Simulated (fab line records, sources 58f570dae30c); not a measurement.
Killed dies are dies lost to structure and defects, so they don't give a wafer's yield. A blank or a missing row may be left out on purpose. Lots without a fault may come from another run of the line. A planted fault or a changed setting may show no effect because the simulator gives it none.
fab line records | flow berkeley_cmos170
record lots=7 wafers=21 last_day=12
route steps=331 shown SDANNEAL@205 PSD@206 NSD@207 PLDD@208 NLDD@209 SILICIDE@210 CONTACT@216
lots that met no fault: from a run of the same line without faults
start_h: hours from the record's first day to the start of the lot's first wafer shown | wait_h: hours since the lot's step before | " the same as in the row above | L1.1+2: a row that stands for several wafers | - no value, or no start given | * or withheld: withheld | < > ~ a bound
route shown NAME@n: a module of which the file shows steps, and the number in the route of the first | usual: mean/standard deviation of fault-free wafers | same: alike in all rows | chamber/n: place in a boat | sites: the reading at each site | _std_site: their standard deviation | _edge_site: outer sites' mean less inner sites' | radius_mm: how far each site lies from the wafer's centre | mask NAME#n: copy n | behind: the tool/chamber that last shaped the wafer | hold: why the lot was held/for how many hours/how that ended | device: the transistor (n, p or np) that didn't switch | end of line: the same wafers' tests at the end of the route | a step without rows: its recipe alone | killed: dies lost to structure and defects at the first sort, not the wafer's yield | map: a wafer's dies, x killed, . not, _ none there
set.NAME: the setting as run; set.NAME@STEP: as run at that earlier step | model.NAME: the simulator's own value behind a step, which no gauge read
lots at some steps of the route; a table a step, a row a wafer
services: from which hour (start_h, from the record's first day; less than 0 if before it) a tool's chamber was out of use, for how many hours, and why
## steps
# step UCB170_SDANNEAL_RTA_01
# recipe temp_c=1050 time_s=5 ambient=N2
# step UCB170_SDANNEAL_RS_MEAS_02
# recipe thk_meas_gauge=four-point-probe
# usual PSD_RS=75.56/0.29
# columns lot.wafer tool chamber start_h wait_h PSD_RS[ohm/sq]
L579.1 film_metro-02 - 142.81 0.0 75.39
L579.3 " - " " 75.44
L579.4 " - " " 75.30
L585.2 film_metro-01 - 190.92 0.1 75.06
L585.3 " - " " 75.50
L585.6 " - " " 75.27
L594.1 film_metro-02 - 222.56 0.0 75.62
L594.2 " - " " 75.54
L594.3 " - " " 75.84
L595.2 film_metro-03 - 226.62 0.1 75.72
L595.3 " - " " 75.23
L595.4 " - " " 75.47
L592.2 film_metro-02 - 226.98 0.1 75.58
L592.5 " - " " 75.33
L592.6 " - " " 75.64
L596.4 film_metro-01 - 238.96 0.1 75.34
L596.5 " - " " 75.23
L596.6 " - " " 75.37
L599.1 film_metro-02 - 258.57 0.0 75.95
L599.5 " - " " 75.84
L599.6 " - " " 75.79
# step UCB170_SDANNEAL_RS_MEAS_03
# recipe thk_meas_gauge=four-point-probe
# usual NSD_RS=37.25/0.13
# columns lot.wafer tool chamber start_h wait_h NSD_RS[ohm/sq]
L579.1 film_metro-02 - 142.93 0.1 37.26
L579.3 " - " " 37.20
L579.4 " - " " 37.33
L585.2 film_metro-01 - 191.04 0.1 37.06
L585.3 " - " " 36.91
L585.6 " - " " 36.97
L594.1 film_metro-02 - 222.68 0.1 37.37
L594.2 " - " " 37.31
L594.3 " - " " 37.33
L595.2 film_metro-03 - 226.74 0.1 37.43
L595.3 " - " " 37.40
L595.4 " - " " 37.38
L592.2 film_metro-02 - 227.10 0.1 37.31
L592.5 " - " " 37.25
L592.6 " - " " 37.27
L596.4 film_metro-01 - 239.08 0.1 37.12
L596.5 " - " " 37.22
L596.6 " - " " 37.09
L599.1 film_metro-02 - 258.69 0.1 37.34
L599.5 " - " " 37.41
L599.6 " - " " 37.45
# step UCB170_SDANNEAL_RS_MEAS_04
# recipe thk_meas_gauge=four-point-probe
# usual PLDD_RS=1031/3
# columns lot.wafer tool chamber start_h wait_h PLDD_RS[ohm/sq]
L579.1 film_metro-02 - 143.05 0.1 1028
L579.3 " - " " 1030
L579.4 " - " " 1032
L585.2 film_metro-01 - 191.16 0.1 1034
L585.3 " - " " 1031
L585.6 " - " " 1029
L594.1 film_metro-02 - 222.80 0.1 1028
L594.2 " - " " 1027
L594.3 " - " " 1030
L595.2 film_metro-03 - 226.86 0.1 1030
L595.3 " - " " 1033
L595.4 " - " " 1030
L592.2 film_metro-02 - 227.22 0.1 1027
L592.5 " - " " 1030
L592.6 " - " " 1027
L596.4 film_metro-01 - 239.20 0.1 1026
L596.5 " - " " 1028
L596.6 " - " " 1030
L599.1 film_metro-02 - 258.81 0.1 1029
L599.5 " - " " 1028
L599.6 " - " " 1031
# step UCB170_SDANNEAL_RS_MEAS_05
# recipe thk_meas_gauge=four-point-probe
# usual NLDD_RS=616.7/1.9
# columns lot.wafer tool chamber start_h wait_h NLDD_RS[ohm/sq]
L579.1 film_metro-02 - 143.17 0.1 617.1
L579.3 " - " " 617.8
L579.4 " - " " 616.2
L585.2 film_metro-01 - 191.28 0.1 615.3
L585.3 " - " " 614.7
L585.6 " - " " 614.8
L594.1 film_metro-02 - 222.92 0.1 619.8
L594.2 " - " " 617.7
L594.3 " - " " 618.3
L595.2 film_metro-03 - 226.98 0.1 620.5
L595.3 " - " " 620.7
L595.4 " - " " 620.5
L592.2 film_metro-02 - 227.34 0.1 617.3
L592.5 " - " " 618.0
L592.6 " - " " 618.8
L596.4 film_metro-01 - 239.32 0.1 613.8
L596.5 " - " " 615.0
L596.6 " - " " 613.4
L599.1 film_metro-02 - 258.93 0.1 618.2
L599.5 " - " " 618.1
L599.6 " - " " 616.8
# step UCB170_SILICIDE_PRE_CLEAN_00
# recipe gas=Ar preclean_etch_time_s=60
# step UCB170_SILICIDE_SPUTTER_01
# recipe material=Ti target_thk_nm=30 time_s=25 power_w=1500 chamber_pressure_pa=0.5
# usual chamber_pressure_pa=0.5002/0.00092 throttle_valve_pct=29.5/1.4
# columns lot.wafer tool chamber start_h wait_h chamber_pressure_pa throttle_valve_pct
L579.1 pvd_sputter-04 - 143.36 0.0 0.4986 30.6
L579.3 " - " " 0.5011 30.6
L579.4 " - " " 0.5021 28.2
L585.2 pvd_sputter-02 - 191.44 0.0 0.5004 27.4
L585.3 " - " " 0.4999 30.7
L585.6 " - " " 0.5010 31.1
L594.1 pvd_sputter-04 - 223.11 0.0 0.5014 28.2
L594.2 " - " " 0.4986 30.4
L594.3 " - " " 0.4997 27.3
L595.2 pvd_sputter-04 - 227.14 0.0 0.5010 30.5
L595.3 " - " " 0.5016 28.0
L595.4 " - " " 0.4990 27.5
L592.2 pvd_sputter-02 - 227.51 0.0 0.5009 31.1
L592.5 " - " " 0.5010 30.3
L592.6 " - " " 0.5008 31.2
L596.4 pvd_sputter-04 - 239.45 0.0 0.4992 27.6
L596.5 " - " " 0.4988 30.4
L596.6 " - " " 0.5009 27.3
L599.1 pvd_sputter-03 - 259.12 0.0 0.5003 30.3
L599.5 " - " " 0.4998 30.3
L599.6 " - " " 0.5005 30.4
# step UCB170_SILICIDE_RS_MEAS_02
# recipe thk_meas_gauge=four-point-probe reads=Ti_of_SILICIDE_SPUTTER_01
# usual SILICIDE_TI_RS=25.9/0.36
# columns lot.wafer tool chamber start_h wait_h SILICIDE_TI_RS[ohm/sq]
L579.1 film_metro-04 - 143.39 0.0 25.6
L579.3 " - " " 25.6
L579.4 " - " " 25.2
L585.2 film_metro-04 - 191.49 0.0 26.0
L585.3 " - " " 26.0
L585.6 " - " " 25.5
L594.1 film_metro-04 - 223.14 0.0 25.5
L594.2 " - " " 25.6
L594.3 " - " " 25.8
L595.2 film_metro-03 - 227.22 0.1 26.1
L595.3 " - " " 25.7
L595.4 " - " " 26.0
L592.2 film_metro-01 - 227.56 0.0 25.5
L592.5 " - " " 25.5
L592.6 " - " " 25.6
L596.4 film_metro-03 - 239.54 0.1 25.9
L596.5 " - " " 25.8
L596.6 " - " " 26.3
L599.1 film_metro-03 - 259.15 0.0 26.3
L599.5 " - " " 26.1
L599.6 " - " " 26.1
# step UCB170_SILICIDE_THK_MEAS_03
# recipe thk_meas_gauge=xrf reads=Ti_of_SILICIDE_SPUTTER_01
# usual SILICIDE_TI_THK=29.8/0.39
# columns lot.wafer tool chamber start_h wait_h SILICIDE_TI_THK[nm]
L579.1 film_metro-04 - 143.51 0.1 30.0
L579.3 " - " " 30.0
L579.4 " - " " 30.5
L585.2 film_metro-04 - 191.60 0.1 29.8
L585.3 " - " " 29.5
L585.6 " - " " 30.2
L594.1 film_metro-04 - 223.26 0.1 29.9
L594.2 " - " " 29.8
L594.3 " - " " 29.7
L595.2 film_metro-03 - 227.33 0.1 29.8
L595.3 " - " " 30.0
L595.4 " - " " 29.7
L592.2 film_metro-01 - 227.67 0.1 30.1
L592.5 " - " " 30.0
L592.6 " - " " 30.0
L596.4 film_metro-03 - 239.63 0.1 29.7
L596.5 " - " " 30.1
L596.6 " - " " 29.6
L599.1 film_metro-03 - 259.27 0.1 29.5
L599.5 " - " " 30.0
L599.6 " - " " 30.0
# step UCB170_SILICIDE_RTA_04
# recipe temp_c=650 time_s=15 ambient=N2
# usual lamp_power_pct=11.4/0.33 wafer_temp_C_max=651.7/0.49
# columns lot.wafer tool chamber start_h wait_h lamp_power_pct wafer_temp_C_max
L579.1 rtp_anneal-01 0 143.57 0.1 11.0 652.2
L579.3 " 0 " " 11.0 652.1
L579.4 " 0 " " 11.0 651.5
L585.2 rtp_anneal-01 0 191.67 0.1 11.0 651.8
L585.3 " 0 " " 11.0 652.1
L585.6 " 0 " " 11.0 651.5
L594.1 rtp_anneal-01 0 223.32 0.1 11.0 652.7
L594.2 " 0 " " 11.0 652.0
L594.3 " 0 " " 11.0 651.7
L595.2 rtp_anneal-01 0 227.39 0.1 11.0 651.4
L595.3 " 0 " " 11.0 650.6
L595.4 " 0 " " 11.0 652.5
L592.2 rtp_anneal-02 0 227.73 0.1 11.7 651.2
L592.5 " 0 " " 11.7 651.5
L592.6 " 0 " " 11.7 650.8
L596.4 rtp_anneal-02 0 239.70 0.1 11.7 652.2
L596.5 " 0 " " 11.7 652.5
L596.6 " 0 " " 11.7 652.4
L599.1 rtp_anneal-02 0 259.33 0.1 11.7 651.9
L599.5 " 0 " " 11.7 651.2
L599.6 " 0 " " 11.7 652.0
# step UCB170_SILICIDE_WET_ETCH_05
# recipe chemistry=SPM time_s=45 temp_c=120 target=Ti
# step UCB170_CONTACT_CLEAN_00
# recipe chemistry=SPM temp_c=120 time_s=600
# step UCB170_CONTACT_CVD_01
# recipe material=PSG target_thk_nm=700 temp_c=450 precursor=SiH4/O2/PH3 time_s=2820 pressure_mtorr=300 sih4_flow_sccm=60 o2_flow_sccm=90 ph3_flow_sccm=25
# usual o2_flow_sccm=90.03/0.28 spike_tc_source_C=467.3/1.5
# columns lot.wafer tool chamber start_h wait_h o2_flow_sccm spike_tc_source_C
L579.1 lpcvd-01 1 144.04 0.0 89.89 470.1
L579.3 " 1 " " 89.72 469.0
L579.4 " 1 " " 89.84 470.9
L585.2 lpcvd-02 0 192.25 0.0 90.10 467.0
L585.3 " 0 " " 89.89 468.4
L585.6 " 0 " " 89.91 466.5
L594.1 lpcvd-02 0 223.79 0.0 89.84 466.3
L594.2 " 0 " " 90.09 466.7
L594.3 " 0 " " 89.63 467.0
L595.2 lpcvd-02 0 227.82 0.0 90.12 465.7
L595.3 " 0 " " 90.35 466.8
L595.4 " 0 " " 90.14 465.8
L592.2 lpcvd-02 0 229.60 1.6 90.59 465.0
L592.5 " 0 " " 90.25 466.0
L592.6 " 0 " " 90.05 468.0
L596.4 lpcvd-01 1 240.57 0.6 89.49 468.6
L596.5 " 1 " " 89.99 468.3
L596.6 " 1 " " 90.03 468.0
L599.1 lpcvd-02 1 259.60 0.0 89.80 466.7
L599.5 " 1 " " 90.18 466.2
L599.6 " 1 " " 89.81 467.3
# step UCB170_CONTACT_THK_MEAS_02
# recipe reads=PSG_of_CONTACT_CVD_01
# usual CONTACT_PSG_THK=702/7.8
# columns lot.wafer tool chamber start_h wait_h CONTACT_PSG_THK[nm]
L579.1 film_metro-02 - 145.82 0.0 695
L579.3 " - " " 698
L579.4 " - " " 693
L585.2 film_metro-02 - 194.04 0.0 710
L585.3 " - " " 710
L585.6 " - " " 719
L594.1 film_metro-01 - 225.57 0.0 546
L594.2 " - " " 548
L594.3 " - " " 545
L595.2 film_metro-02 - 229.61 0.0 546
L595.3 " - " " 548
L595.4 " - " " 551
L592.2 film_metro-01 - 231.40 0.0 539
L592.5 " - " " 535
L592.6 " - " " 536
L596.4 film_metro-01 - 242.38 0.0 704
L596.5 " - " " 708
L596.6 " - " " 705
L599.1 film_metro-01 - 261.39 0.0 710
L599.5 " - " " 705
L599.6 " - " " 711
# step UCB170_CONTACT_HMDS_03
# recipe prime_time_s=60 prime_temp_c=100
# step UCB170_CONTACT_COAT_04
# recipe resist=KrF spin_rpm=1500 resist_thk_nm=900
# step UCB170_CONTACT_SOFTBAKE_05
# recipe resist=KrF temp_c=130 time_s=60
# step UCB170_CONTACT_STRIP_06
# recipe chemistry=O2 power_w=400 pressure_mtorr=3500 platen_temp_c=withheld o2_flow_sccm=400 overash_fraction=0.5
# usual drypump_motor_current_A=5.8/0.45 o2_flow_sccm=399.7/1.1 oes_product_au=0.734/0.0043 strip_time_to_endpoint_s=21.99/0.052
# columns lot.wafer tool chamber start_h wait_h drypump_motor_current_A o2_flow_sccm oes_product_au rf_hours_counter_h strip_time_to_endpoint_s
L579.1 plasma_asher-04 0 146.33 0.1 5.3 397.2 0.728 46 21.93
L579.3 " 0 " " 5.3 398.5 0.731 - 21.95
L579.4 " 1 " " 6.4 399.6 0.737 - 21.91
L585.2 plasma_asher-04 1 194.87 0.1 6.4 399.7 0.734 51 21.98
L585.3 " 1 " " 6.4 399.9 0.740 - 21.99
L585.6 " 1 " " 6.4 400.9 0.729 - 21.96
L594.1 plasma_asher-04 1 226.08 0.1 6.4 399.7 0.735 55 21.95
L594.2 " 0 " " 5.3 400.0 0.737 55 21.95
L594.3 " 1 " " 6.4 401.1 0.734 - 21.94
L595.2 plasma_asher-04 1 230.19 0.1 6.4 399.4 0.729 56 22.04
L595.3 " 1 " " 6.4 398.7 0.732 - 22.06
L595.4 " 0 " " 5.2 399.3 0.737 - 22.02
L592.2 plasma_asher-03 1 231.90 0.1 5.5 399.3 0.727 11 22.02
L592.5 " 0 " " 6.3 397.8 0.732 - 22.05
L592.6 " 1 " " 5.5 399.2 0.734 - 22.09
L596.4 plasma_asher-03 1 242.90 0.1 5.5 401.1 0.738 - 22.00
L596.5 " 1 " " 5.5 400.4 0.734 - 21.96
L596.6 " 0 " " 6.3 399.4 0.729 - 21.99
L599.1 plasma_asher-02 1 262.47 0.1 5.5 400.9 0.734 45 21.88
L599.5 " 1 " " 5.5 398.8 0.728 - 21.89
L599.6 " 0 " " 5.8 400.7 0.731 - 21.93
# step UCB170_CONTACT_CLEAN_07
# recipe chemistry=SPM temp_c=120 time_s=600
# step UCB170_CONTACT_RTA_08
# recipe temp_c=900 time_s=10 ambient=N2
# usual lamp_power_pct=26.4/0.78 wafer_temp_C_max=902.4/0.6
# columns lot.wafer tool chamber start_h wait_h lamp_power_pct wafer_temp_C_max
L579.1 rtp_anneal-01 0 146.78 0.0 25.7 902.1
L579.3 " 0 " " 25.7 903.1
L579.4 " 0 " " 25.7 902.8
L585.2 rtp_anneal-01 0 195.17 0.0 25.7 901.8
L585.3 " 0 " " 25.7 902.7
L585.6 " 0 " " 25.7 902.0
L594.1 rtp_anneal-02 0 226.53 0.0 27.2 902.5
L594.2 " 0 " " 27.2 902.1
L594.3 " 0 " " 27.2 903.3
L595.2 rtp_anneal-01 0 230.48 0.0 25.6 901.8
L595.3 " 0 " " 25.7 902.2
L595.4 " 0 " " 25.7 902.5
L592.2 rtp_anneal-02 0 235.30 0.0 27.2 903.2
L592.5 " 0 " " 27.2 902.7
L592.6 " 0 " " 27.2 902.4
L596.4 rtp_anneal-01 0 243.35 0.1 25.6 901.8
L596.5 " 0 " " 25.6 901.8
L596.6 " 0 " " 25.6 902.9
L599.1 rtp_anneal-01 0 262.77 0.0 25.6 903.6
L599.5 " 0 " " 25.7 902.8
L599.6 " 0 " " 25.7 901.7
# step UCB170_CONTACT_COAT_09
# recipe resist=BARC temp_c=withheld time_s=withheld spin_rpm=3000 resist_thk_nm=withheld
# step UCB170_CONTACT_COAT_10
# recipe resist=KrF spin_rpm=1500 resist_thk_nm=900
# step UCB170_CONTACT_SOFTBAKE_11
# recipe resist=KrF temp_c=130 time_s=60
# step UCB170_CONTACT_EXPOSE_12
# recipe mask_id=CONT target_cd_nm=700 na=0.5 sigma_outer=0.6 source_shape=conventional dose_mj=35
# step UCB170_CONTACT_PEB_13
# recipe peb_temp_c=130 peb_time_s=withheld resist=KrF
# step UCB170_CONTACT_DEVELOP_14
# recipe developer=TMAH develop_time_s=45 resist=KrF dev_temp_c=21
# step UCB170_CONTACT_CD_MEAS_15
# recipe target_cd_nm=700
# usual cd_nm=699.2/1.4
# columns lot.wafer tool chamber start_h wait_h cd_nm
L579.1 cd_sem-02 - 147.77 - 697.9
L579.3 " - " " 698.9
L579.4 " - " " 698.7
L585.2 cd_sem-01 - 197.00 - 699.6
L585.3 " - " " 698.8
L585.6 " - " " 700.5
L594.1 cd_sem-01 - 228.04 - 697.6
L594.2 " - " " 697.7
L594.3 " - " " 697.0
L595.2 cd_sem-02 - 231.85 - 700.2
L595.3 " - " " 699.5
L595.4 " - " " 698.8
L592.2 cd_sem-02 - 236.55 - 699.0
L592.5 " - " " 699.7
L592.6 " - " " 700.3
L596.4 cd_sem-02 - 244.32 - 699.7
L596.5 " - " " 702.0
L596.6 " - " " 700.9
L599.1 cd_sem-01 - 264.07 - 700.1
L599.5 " - " " 700.7
L599.6 " - " " 699.8
# step UCB170_CONTACT_OVL_MEAS_16
# usual CONTACT_OVL=-2/4.8
# columns lot.wafer tool chamber start_h wait_h CONTACT_OVL[nm]
L579.1 overlay-01 - 147.89 0.1 2
L579.3 " - " " 2
L579.4 " - " " -5
L585.2 overlay-01 - 197.10 0.1 0
L585.3 " - " " 6
L585.6 " - " " 4
L594.1 overlay-02 - 228.16 0.1 1
L594.2 " - " " -6
L594.3 " - " " 3
L595.2 overlay-02 - 231.96 0.1 -9
L595.3 " - " " 0
L595.4 " - " " -1
L592.2 overlay-02 - 236.66 0.1 -7
L592.5 " - " " -5
L592.6 " - " " -5
L596.4 overlay-02 - 244.40 0.1 -8
L596.5 " - " " -13
L596.6 " - " " -6
L599.1 overlay-02 - 264.19 0.1 -10
L599.5 " - " " -8
L599.6 " - " " 0
# step UCB170_CONTACT_ETCH_17
# recipe chemistry=N2/H2 target_depth_a=withheld overetch_a=withheld target=BARC time_s=withheld source_w=500 bias_w=100 pressure_mtorr=30 n2_flow_sccm=100 h2_flow_sccm=200
# usual bias_w=100.0/0.32 drypump_motor_current_A=5.8/0.37 oes_product_au=0.999/0.019 throttle_valve_pct=13.21/0.15
# columns lot.wafer tool chamber start_h wait_h bias_w drypump_motor_current_A oes_product_au throttle_valve_pct
L579.1 rie_diel-04 3 147.92 0.0 99.8 5.5 0.987 13.15
L579.3 " 2 " " 100.1 5.8 0.988 13.55
L579.4 " 0 " " 99.7 5.4 0.983 13.35
L585.2 rie_diel-03 3 197.13 0.0 99.9 6.2 0.969 12.93
L585.3 " 0 " " 100.3 5.9 1.003 13.24
L585.6 " 1 " " 100.2 5.3 1.033 13.17
L594.1 rie_diel-04 2 228.19 0.0 100.2 5.8 0.993 13.53
L594.2 " 3 " " 100.3 5.6 0.980 13.15
L594.3 " 0 " " 100.0 5.4 0.989 13.36
L595.2 rie_diel-04 2 231.99 0.0 100.5 5.8 0.978 13.53
L595.3 " 1 " " 100.3 6.3 0.987 13.23
L595.4 " 0 " " 100.1 5.4 0.990 13.37
L592.2 rie_diel-03 2 236.69 0.0 99.9 5.5 0.999 13.19
L592.5 " 3 " " 99.8 6.2 0.979 12.93
L592.6 " 2 " " 99.7 5.5 0.994 13.18
L596.4 rie_diel-03 3 244.42 0.0 99.8 6.2 0.969 12.92
L596.5 " 3 " " 99.2 6.2 0.970 12.94
L596.6 " 2 " " 100.2 5.5 0.999 13.21
L599.1 rie_diel-04 0 264.23 0.0 99.9 5.4 0.971 13.37
L599.5 " 3 " " 100.7 5.5 0.976 13.14
L599.6 " 0 " " 100.2 5.4 0.979 13.38
# step UCB170_CONTACT_ETCH_18
# recipe chemistry=CHF3/CF4/Ar target=PSG stop_on=TiSi2 CHF3_flow_sccm=45 cf4_flow_sccm=15 Ar_flow_sccm=150 pressure_mtorr=200 rf_w=700 target_depth_a=8400 over_etch_frac=0.2 time_s=195
# usual drypump_motor_current_A=5.8/0.37 mfc_ar_sccm=149.9/0.45 oes_product_au=0.892/0.014 throttle_valve_pct=6.88/0.11
# columns lot.wafer tool chamber start_h wait_h drypump_motor_current_A mfc_ar_sccm oes_product_au rf_hours_counter_h throttle_valve_pct
L579.1 rie_diel-04 3 - - 5.5 149.9 0.887 18 6.87
L579.3 " 2 " " 5.8 149.6 0.898 17 7.13
L579.4 " 0 " " 5.4 150.5 0.858 - 7.01
L585.2 rie_diel-03 3 - - 6.2 149.3 0.889 137 6.68
L585.3 " 0 " " 5.9 149.7 0.899 98 6.89
L585.6 " 1 " " 5.3 149.6 0.924 - 6.88
L594.1 rie_diel-04 2 - - 5.8 149.3 0.779 21 7.12
L594.2 " 3 " " 5.5 149.5 0.775 22 6.84
L594.3 " 0 " " 5.4 149.6 0.752 33 7.01
L595.2 rie_diel-04 2 - - 5.8 150.0 0.776 21 7.12
L595.3 " 1 " " 6.3 150.9 0.762 5 6.88
L595.4 " 0 " " 5.4 150.1 0.763 34 6.99
L592.2 rie_diel-03 2 - - 5.5 149.5 0.785 1 6.84
L592.5 " 3 " " 6.2 150.0 0.764 - 6.71
L592.6 " 2 " " 5.5 149.7 0.777 - 6.84
L596.4 rie_diel-03 3 - - 6.2 149.3 0.887 139 6.71
L596.5 " 3 " " 6.2 149.3 0.891 - 6.69
L596.6 " 2 " " 5.5 150.3 0.903 - 6.84
L599.1 rie_diel-04 0 - - 5.4 149.4 0.882 35 7.00
L599.5 " 3 " " 5.5 149.8 0.899 - 6.85
L599.6 " 0 " " 5.4 149.4 0.875 - 7.01
# step UCB170_CONTACT_STRIP_19
# recipe chemistry=O2 power_w=400 pressure_mtorr=3500 platen_temp_c=withheld o2_flow_sccm=400 overash_fraction=0.5
## services
# columns tool chamber start_h hours kind
pvd_sputter-03 - 132.68 104.3 repair
rie_diel-04 1 136.93 12.5 repair
pvd_sputter-02 - 143.26 4.6 repair
rie_diel-03 1 181.71 - clean
rie_diel-03 1 181.71 13.9 scheduled_down
rie_diel-03 1 181.71 13.9 vent_cycle
rie_diel-04 - 196.82 0.4 repair
rie_diel-03 2 198.80 - clean
rie_diel-03 2 198.80 21.8 scheduled_down
rie_diel-03 2 198.80 21.8 vent_cycle
plasma_asher-03 - 224.22 1.3 repair
plasma_asher-02 - 234.05 2.1 repair
rie_diel-04 - 237.42 1.3 repair
plasma_asher-03 - 237.70 1.5 repair
rie_diel-03 3 248.86 - clean
rie_diel-03 3 248.86 25.8 scheduled_down
rie_diel-03 3 248.86 25.8 vent_cycle
pvd_sputter-03 - 256.49 1.1 repair
## key
first_sign step=UCB170_CONTACT_THK_MEAS_02 reading=CONTACT_PSG_THK direction=down sigmas=20 usual=702 struck=544
effect step=UCB170_CONTACT_ETCH_18 reading=oes_product_au direction=down sigmas=8.6 usual=0.892 struck=0.770
met_at UCB170_CONTACT_CVD_01
struck_wafers L592.2,L592.5,L592.6,L594.1,L594.2,L594.3,L595.2,L595.3,L595.4
sort_left_out L592.2,L592.5,L592.6
tester_left_out L592,L594,L595
onset_between 192.25 223.79
fault kind=site_profile_drift tool=lpcvd-02 chamber=0 onset_h=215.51 steps=UCB170_CONTACT_CVD_01 basis=fraction max_abs_drift=0.52807 slope_share_per_hr=117.35 site_pattern=0,0,0,0,0,-1,-1,-1,-1
# tester_left_out: of these lots the tester's yield and bins aren't shown, on N5 and GAA mostly nor the transistor test; their killed dies are dies lost to structure and defects alone, not to doping, threshold or leakage, so they don't give the yield
# sort_left_out: the simulated sort isn't trusted on such a fault, so these wafers' sort isn't shown, and their yield isn't known
